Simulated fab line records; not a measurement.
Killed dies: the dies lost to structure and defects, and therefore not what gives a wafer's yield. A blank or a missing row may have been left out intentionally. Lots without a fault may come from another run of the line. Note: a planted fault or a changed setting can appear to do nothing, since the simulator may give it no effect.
Which of the tools did it? | flow berkeley cmos170 | Sampling: 7 lots, 21 wafers, 2 of 331 route steps

== WHAT THE GAUGES READ, wafer by wafer ==
UCB170_M2_RS_MEAS_02: a four-point-probe measurement.
lot  | measured     | on            | M2_AL_RS (ohm/sq)
L875 | day 8 20:28  | film metro-01 | 0.0320 0.0322 0.0320
L878 | day 9 10:08  | film metro-02 | 0.0319 0.0317 0.0319
L881 | day 10 10:06 | film metro-01 | 0.0469 0.0462 0.0459
L888 | day 11 11:50 | film metro-03 | 0.0326 0.0321 0.0322
L890 | day 12 14:11 | film metro-02 | 0.0324 0.0326 0.0323
L889 | day 12 16:04 | film metro-03 | 0.0325 0.0327 0.0324
L895 | day 13 06:35 | film metro-03 | 0.0320 0.0320 0.0320

== EACH LOT AND THE TOOL THAT RAN IT (in order: tool; ch and the chambers of the sampled wafers; start) ==
lot  | UCB170_M2_SPUTTER_01
L875 | pvd sputter-01, day 8 20:20
L878 | pvd sputter-01, day 9 10:03
L881 | pvd sputter-01, day 10 09:59
L888 | pvd sputter-02, day 11 11:44
L890 | pvd sputter-02, day 12 14:07
L889 | pvd sputter-02, day 12 15:55
L895 | pvd sputter-02, day 13 06:30
- UCB170_M2_SPUTTER_01: material Al, target thk 900 nm, time 120 s.

== THE ANSWER, worked out from the rows above alone ==
Rule: usual is defined by the lots themselves. Put in order of their means at a reading, lots are off if they are a third of the lots or fewer, leave a main group of 4 or more, and stand apart from it by a gap of 3 or more times the standard deviation of the main group's means; of several such gaps the widest counts. Not used: any main group whose means are identical at the precision the tables above print for the reading. A lot without any number at a reading at which 4 lots or more have one is off too. Any other lot the step has rows for is counted as sound.
Off: L881, at UCB170_M2_RS_MEAS_02 (M2_AL_RS). For the main group the mean is 0.0322 ohm/sq and the standard deviation 0.00025.
A tool fits if, at a process step before that reading, it ran every lot that is off, and no sound lot after the first of them. The gauges at UCB170_M2_RS_MEAS_02 are tried like those tools. Can't be told from this: 2 tools fit, pvd sputter-01 at UCB170_M2_SPUTTER_01, film metro-01 at UCB170_M2_RS_MEAS_02.

== WHAT WAS PUT IN BY THE SIMULATOR ==
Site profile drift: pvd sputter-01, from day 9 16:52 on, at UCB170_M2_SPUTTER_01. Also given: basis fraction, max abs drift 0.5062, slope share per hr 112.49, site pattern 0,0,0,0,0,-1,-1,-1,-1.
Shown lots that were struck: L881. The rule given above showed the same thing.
